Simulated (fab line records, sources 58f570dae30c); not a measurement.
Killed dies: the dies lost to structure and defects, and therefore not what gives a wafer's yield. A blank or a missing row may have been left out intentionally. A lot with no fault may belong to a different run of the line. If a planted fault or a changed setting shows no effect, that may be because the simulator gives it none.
The tool behind it: which one? :: flow berkeleyCmos170 :: 24 lots, 72 wafers sampled, at 5 steps of a route of 331

WHAT THE GAUGES SHOWED, per wafer
UCB170_NWELL_THK_MEAS_02. Usual: NWELL_OXIDE_THK typically reads 26.4 nm, with standard deviation 0.54.
lot: L074
measured: day 2 00:57
on: filmMetro-04
NWELL_OXIDE_THK (nm): 26.5 26.0 26.4
flag: 

lot: L075
measured: day 2 08:13
on: filmMetro-02
NWELL_OXIDE_THK (nm): 27.2 27.4 27.5
flag: 

lot: L076
measured: day 2 08:14
on: filmMetro-01
NWELL_OXIDE_THK (nm): 27.5 26.9 27.4
flag: 

lot: L077
measured: day 2 14:38
on: filmMetro-02
NWELL_OXIDE_THK (nm): 27.1 26.9 26.9
flag: 

lot: L078
measured: day 2 22:11
on: filmMetro-02
NWELL_OXIDE_THK (nm): 26.9 26.7 26.9
flag: 

lot: L079
measured: day 2 22:11
on: filmMetro-01
NWELL_OXIDE_THK (nm): 26.6 26.3 26.5
flag: 

lot: L080
measured: day 3 11:00
on: filmMetro-02
NWELL_OXIDE_THK (nm): 27.0 27.4 27.3
flag: 

lot: L081
measured: day 3 17:07
on: filmMetro-04
NWELL_OXIDE_THK (nm): 27.0 27.1 27.2
flag: 

lot: L082
measured: day 3 17:07
on: filmMetro-02
NWELL_OXIDE_THK (nm): 26.5 26.5 26.8
flag: 

lot: L083
measured: day 4 01:16
on: filmMetro-04
NWELL_OXIDE_THK (nm): 26.5 26.9 27.0
flag: 

lot: L084
measured: day 4 01:16
on: filmMetro-02
NWELL_OXIDE_THK (nm): 26.1 26.4 26.2
flag: 

lot: L085
measured: day 4 08:37
on: filmMetro-04
NWELL_OXIDE_THK (nm): 26.2 26.3 26.1
flag: 

lot: L086
measured: day 4 08:38
on: filmMetro-01
NWELL_OXIDE_THK (nm): 26.9 27.1 26.9
flag: 

lot: L087
measured: day 4 18:35
on: filmMetro-01
NWELL_OXIDE_THK (nm): 26.1 26.2 25.4
flag: 

lot: L088
measured: day 4 21:32
on: filmMetro-04
NWELL_OXIDE_THK (nm): 26.3 26.2 25.8
flag: 

lot: L089
measured: day 5 01:07
on: filmMetro-04
NWELL_OXIDE_THK (nm): 25.7 25.5 25.1
flag: 

lot: L090
measured: day 5 04:00
on: filmMetro-04
NWELL_OXIDE_THK (nm): 25.9 26.2 26.0
flag: 

lot: L091
measured: day 5 11:28
on: filmMetro-04
NWELL_OXIDE_THK (nm): 25.7 25.7 26.1
flag: 

lot: L092
measured: day 5 16:54
on: filmMetro-04
NWELL_OXIDE_THK (nm): 26.2 26.0 26.0
flag: 

lot: L093
measured: day 5 19:45
on: filmMetro-04
NWELL_OXIDE_THK (nm): 25.8 26.1 26.5
flag: 

lot: L094
measured: day 6 05:08
on: filmMetro-04
NWELL_OXIDE_THK (nm): 26.4 26.6 26.2
flag: 

lot: L095
measured: day 6 10:12
on: filmMetro-04
NWELL_OXIDE_THK (nm): 26.1 25.9 25.9
flag: 

lot: L096
measured: day 6 15:49
on: filmMetro-04
NWELL_OXIDE_THK (nm): 25.9 25.8 25.7
flag: 

lot: L097
measured: day 6 22:44
on: filmMetro-01
NWELL_OXIDE_THK (nm): 26.0 26.6 26.1
flag: 

UCB170_NWELL_OVL_MEAS_12. Usual: NWELL_OVL typically reads 2 nm, with standard deviation 5.6.
lot: L074
measured: day 2 07:53
on: overlay-01
NWELL_OVL (nm): -4 -8 -4
flag: 

lot: L075
measured: day 2 15:39
on: overlay-02
NWELL_OVL (nm): -4 -4 -7
flag: 

lot: L076
measured: day 2 15:25
on: overlay-01
NWELL_OVL (nm): 5 7 14
flag: 

lot: L077
measured: day 2 21:32
on: overlay-02
NWELL_OVL (nm): -5 -5 6
flag: 

lot: L078
measured: day 3 06:03
on: overlay-02
NWELL_OVL (nm): 2 -4 1
flag: 

lot: L079
measured: day 3 06:43
on: overlay-02
NWELL_OVL (nm): 4 1 0
flag: 

lot: L080
measured: day 3 18:43
on: overlay-01
NWELL_OVL (nm): -1 -3 -6
flag: 

lot: L081
measured: day 4 00:12
on: overlay-01
NWELL_OVL (nm): -1 1 7
flag: 

lot: L082
measured: day 4 00:26
on: overlay-01
NWELL_OVL (nm): 1 5 10
flag: 

lot: L083
measured: day 4 10:20
on: overlay-01
NWELL_OVL (nm): 7 4 8
flag: 

lot: L084
measured: day 4 10:35
on: overlay-01
NWELL_OVL (nm): 5 4 0
flag: 

lot: L085
measured: day 4 16:59
on: overlay-01
NWELL_OVL (nm): -9 -5 -8
flag: 

lot: L086
measured: day 4 17:07
on: overlay-02
NWELL_OVL (nm): 16 13 12
flag: 

lot: L087
measured: day 5 00:01
on: overlay-02
NWELL_OVL (nm): 0 0 2
flag: 

lot: L088
measured: day 5 05:17
on: overlay-02
NWELL_OVL (nm): -1 5 7
flag: 

lot: L089
measured: day 5 06:19
on: overlay-01
NWELL_OVL (nm): 4 -1 7
flag: 

lot: L090
measured: day 5 08:46
on: overlay-02
NWELL_OVL (nm): -5 0 -5
flag: 

lot: L091
measured: day 5 18:23
on: overlay-01
NWELL_OVL (nm): 16 10 12
flag: 

lot: L092
measured: day 6 00:43
on: overlay-02
NWELL_OVL (nm): 2 -1 -1
flag: 

lot: L093
measured: day 6 03:44
on: overlay-01
NWELL_OVL (nm): -6 -6 3
flag: 

lot: L094
measured: day 6 12:40
on: overlay-02
NWELL_OVL (nm): 8 3 4
flag: 

lot: L095
measured: day 6 17:35
on: overlay-01
NWELL_OVL (nm): -3 -7 -8
flag: 

lot: L096
measured: day 7 01:37
on: overlay-01
NWELL_OVL (nm): -4 3 0
flag: 

lot: L097
measured: day 7 07:49
on: overlay-01
NWELL_OVL (nm): 6 0 6
flag: 

UCB170_ACTIVE_THK_MEAS_03. Usual: ACTIVE_OXIDE_THK typically reads 26.6 nm, with standard deviation 0.47.
lot: L074
measured: day 3 23:34
on: filmMetro-02
ACTIVE_OXIDE_THK (nm): 26.7 26.6 26.5
flag: 

lot: L075
measured: day 4 09:58
on: filmMetro-03
ACTIVE_OXIDE_THK (nm): 26.5 26.7 26.5
flag: 

lot: L076
measured: day 4 09:59
on: filmMetro-02
ACTIVE_OXIDE_THK (nm): 27.0 27.3 27.2
flag: 

lot: L077
measured: day 4 09:58
on: filmMetro-01
ACTIVE_OXIDE_THK (nm): 26.6 27.2 27.1
flag: 

lot: L078
measured: day 4 19:56
on: filmMetro-02
ACTIVE_OXIDE_THK (nm): 26.3 26.3 26.0
flag: 

lot: L079
measured: day 4 19:56
on: filmMetro-01
ACTIVE_OXIDE_THK (nm): 26.3 25.9 26.3
flag: 

lot: L080
measured: day 5 06:40
on: filmMetro-01
ACTIVE_OXIDE_THK (nm): 26.5 26.4 27.0
flag: 

lot: L081
measured: day 5 16:57
on: filmMetro-03
ACTIVE_OXIDE_THK (nm): 26.7 26.0 26.3
flag: 

lot: L082
measured: day 5 17:01
on: filmMetro-02
ACTIVE_OXIDE_THK (nm): 26.4 26.5 26.2
flag: 

lot: L083
measured: day 5 23:38
on: filmMetro-03
ACTIVE_OXIDE_THK (nm): 26.9 26.9 26.8
flag: 

lot: L084
measured: day 5 23:39
on: filmMetro-01
ACTIVE_OXIDE_THK (nm): 26.1 26.5 27.0
flag: 

lot: L085
measured: day 6 00:59
on: filmMetro-01
ACTIVE_OXIDE_THK (nm): 26.5 26.7 27.0
flag: 

lot: L086
measured: day 6 00:59
on: filmMetro-03
ACTIVE_OXIDE_THK (nm): 27.4 27.2 26.8
flag: 

lot: L087
measured: day 6 11:04
on: filmMetro-01
ACTIVE_OXIDE_THK (nm): 26.2 26.2 26.7
flag: 

lot: L088
measured: day 7 06:07
on: filmMetro-03
ACTIVE_OXIDE_THK (nm): 26.7 26.3 26.0
flag: 

lot: L089
measured: day 7 06:07
on: filmMetro-01
ACTIVE_OXIDE_THK (nm): 26.3 26.4 26.8
flag: 

lot: L090
measured: day 7 01:36
on: filmMetro-01
ACTIVE_OXIDE_THK (nm): 26.7 26.9 27.1
flag: 

lot: L091
measured: day 7 11:38
on: filmMetro-03
ACTIVE_OXIDE_THK (nm): 26.0 25.7 25.8
flag: 

lot: L092
measured: day 7 19:12
on: filmMetro-01
ACTIVE_OXIDE_THK (nm): 27.2 26.6 26.6
flag: 

lot: L093
measured: day 7 22:19
on: filmMetro-03
ACTIVE_OXIDE_THK (nm): 26.7 26.7 26.9
flag: 

lot: L094
measured: day 8 06:58
on: filmMetro-01
ACTIVE_OXIDE_THK (nm): 26.5 26.3 26.5
flag: 

lot: L095
measured: day 8 06:58
on: filmMetro-03
ACTIVE_OXIDE_THK (nm): 25.5 25.4 25.8
flag: 

lot: L096
measured: day 8 19:22
on: filmMetro-02
ACTIVE_OXIDE_THK (nm): 26.9 27.3 26.9
flag: 

lot: L097
measured: day 8 23:01
on: filmMetro-03
ACTIVE_OXIDE_THK (nm): 27.2 27.0 27.0
flag: 

UCB170_ACTIVE_THK_MEAS_06. Usual: ACTIVE_NITRIDE_THK typically reads 220.8 nm, with standard deviation 1.7.
lot: L074
measured: day 4 06:04
on: filmMetro-01
ACTIVE_NITRIDE_THK (nm): 220.6 221.7 220.8
flag: 

lot: L075
measured: day 4 16:49
on: filmMetro-02
ACTIVE_NITRIDE_THK (nm): 217.0 216.6 216.1
flag: 

lot: L076
measured: day 4 16:50
on: filmMetro-03
ACTIVE_NITRIDE_THK (nm): 221.6 220.4 221.1
flag: 

lot: L077
measured: day 4 16:53
on: filmMetro-03
ACTIVE_NITRIDE_THK (nm): 217.7 219.9 217.6
flag: 

lot: L078
measured: day 5 01:02
on: filmMetro-02
ACTIVE_NITRIDE_THK (nm): 222.7 222.4 221.2
flag: 

lot: L079
measured: day 5 01:02
on: filmMetro-03
ACTIVE_NITRIDE_THK (nm): 221.2 221.9 221.6
flag: 

lot: L080
measured: day 5 10:31
on: filmMetro-02
ACTIVE_NITRIDE_THK (nm): 221.0 223.7 222.8
flag: 

lot: L081
measured: day 5 22:57
on: filmMetro-03
ACTIVE_NITRIDE_THK (nm): 219.3 222.0 220.3
flag: 

lot: L082
measured: day 5 22:58
on: filmMetro-01
ACTIVE_NITRIDE_THK (nm): 219.9 221.4 220.1
flag: 

lot: L083
measured: day 6 04:45
on: filmMetro-01
ACTIVE_NITRIDE_THK (nm): 223.5 223.0 222.8
flag: 

lot: L084
measured: day 6 04:46
on: filmMetro-03
ACTIVE_NITRIDE_THK (nm): 220.6 219.3 220.1
flag: 

lot: L085
measured: day 6 04:49
on: filmMetro-03
ACTIVE_NITRIDE_THK (nm): 221.3 222.4 221.7
flag: 

lot: L086
measured: day 6 04:46
on: filmMetro-02
ACTIVE_NITRIDE_THK (nm): 220.4 220.2 218.9
flag: 

lot: L087
measured: day 6 18:57
on: filmMetro-03
ACTIVE_NITRIDE_THK (nm): 219.8 220.9 220.0
flag: 

lot: L088
measured: day 7 13:08
on: filmMetro-01
ACTIVE_NITRIDE_THK (nm): 221.4 221.7 220.3
flag: 

lot: L089
measured: day 7 13:08
on: filmMetro-03
ACTIVE_NITRIDE_THK (nm): 219.9 220.4 221.4
flag: 

lot: L090
measured: day 7 08:33
on: filmMetro-03
ACTIVE_NITRIDE_THK (nm): 221.8 222.9 221.0
flag: 

lot: L091
measured: day 7 17:14
on: filmMetro-03
ACTIVE_NITRIDE_THK (nm): 222.4 222.2 222.7
flag: 

lot: L092
measured: day 8 01:32
on: filmMetro-03
ACTIVE_NITRIDE_THK (nm): 222.4 221.3 222.4
flag: 

lot: L093
measured: day 8 05:37
on: filmMetro-03
ACTIVE_NITRIDE_THK (nm): 220.6 220.0 220.3
flag: 

lot: L094
measured: day 8 12:59
on: filmMetro-03
ACTIVE_NITRIDE_THK (nm): 219.6 221.1 220.9
flag: 

lot: L095
measured: day 8 13:03
on: filmMetro-03
ACTIVE_NITRIDE_THK (nm): 223.2 222.9 222.3
flag: 

lot: L096
measured: day 9 05:54
on: filmMetro-01
ACTIVE_NITRIDE_THK (nm): 219.6 220.1 219.5
flag: 

lot: L097
measured: day 9 05:53
on: filmMetro-03
ACTIVE_NITRIDE_THK (nm): 219.2 219.3 219.8
flag: 

UCB170_ACTIVE_OVL_MEAS_14. Usual: ACTIVE_OVL typically reads 2 nm, with standard deviation 5.7.
lot: L074
measured: day 4 07:09
on: overlay-01
ACTIVE_OVL (nm): -1 -2 -12
flag: 

lot: L075
measured: day 4 18:11
on: overlay-02
ACTIVE_OVL (nm): 9 9 11
flag: 

lot: L076
measured: day 4 17:58
on: overlay-01
ACTIVE_OVL (nm): -1 -1 1
flag: 

lot: L077
measured: day 4 18:27
on: overlay-01
ACTIVE_OVL (nm): -1 1 2
flag: 

lot: L078
measured: day 5 02:23
on: overlay-02
ACTIVE_OVL (nm): 4 8 15
flag: 

lot: L079
measured: day 5 06:19
on: overlay-02
ACTIVE_OVL (nm): 0 2 -9
flag: 

lot: L080
measured: day 5 11:32
on: overlay-02
ACTIVE_OVL (nm): 5 8 2
flag: 

lot: L081
measured: day 6 01:00
on: overlay-01
ACTIVE_OVL (nm): 9 7 11
flag: 

lot: L082
measured: day 6 01:01
on: overlay-02
ACTIVE_OVL (nm): 6 -1 0
flag: 

lot: L083
measured: day 6 06:30
on: overlay-02
ACTIVE_OVL (nm): 0 4 4
flag: 

lot: L084
measured: day 6 05:47
on: overlay-02
ACTIVE_OVL (nm): -5 -1 2
flag: 

lot: L085
measured: day 6 06:33
on: overlay-01
ACTIVE_OVL (nm): 7 6 14
flag: 

lot: L086
measured: day 6 05:54
on: overlay-01
ACTIVE_OVL (nm): -7 -1 3
flag: 

lot: L087
measured: day 6 20:06
on: overlay-02
ACTIVE_OVL (nm): -1 5 1
flag: 

lot: L088
measured: day 7 14:12
on: overlay-02
ACTIVE_OVL (nm): 5 13 9
flag: 

lot: L089
measured: day 7 14:22
on: overlay-02
ACTIVE_OVL (nm): 1 2 8
flag: 

lot: L090
measured: day 7 09:45
on: overlay-02
ACTIVE_OVL (nm): 3 1 10
flag: 

lot: L091
measured: day 7 18:35
on: overlay-02
ACTIVE_OVL (nm): -19 -5 -7
flag: 

lot: L092
measured: day 8 02:41
on: overlay-02
ACTIVE_OVL (nm): 9 6 6
flag: 

lot: L093
measured: day 8 06:38
on: overlay-02
ACTIVE_OVL (nm): 2 -9 -5
flag: 

lot: L094
measured: day 8 14:08
on: overlay-01
ACTIVE_OVL (nm): 8 4 -2
flag: 

lot: L095
measured: day 8 14:22
on: overlay-02
ACTIVE_OVL (nm): -1 6 4
flag: 

lot: L096
measured: day 9 07:42
on: overlay-02
ACTIVE_OVL (nm): 6 5 9
flag: 

lot: L097
measured: day 9 07:39
on: overlay-02
ACTIVE_OVL (nm): -1 4 -5
flag: 

TOOL THAT RAN EACH LOT (tool first, then ch and the chambers of the sampled wafers, then the start)
The record holds no process step before these readings.

WHAT THE TOOLS THEMSELVES READ (means of the sampled wafers that have a number; where no wafer has one, the mark that the record gives instead)
The record holds no such reading with a usual standard deviation.

THE ANSWER, worked out from the rows above alone
Rule: lot off if the mean of its wafers having a number is beyond 3 standard deviations from the usual mean. A lot without any number at a reading at which 4 lots or more have one is off too. All remaining lots with rows at the step are treated as sound. Order of review: gauges by route order, followed by the tools' own readings, for which a lot's mean as printed above is used. At the first step where some lot is off, the reading lying furthest off is the one used; lots without a number count as furthest.
Nothing can be told from this: no lot is off at any reading shown.

WHAT HAD BEEN PUT IN BY THE SIMULATOR
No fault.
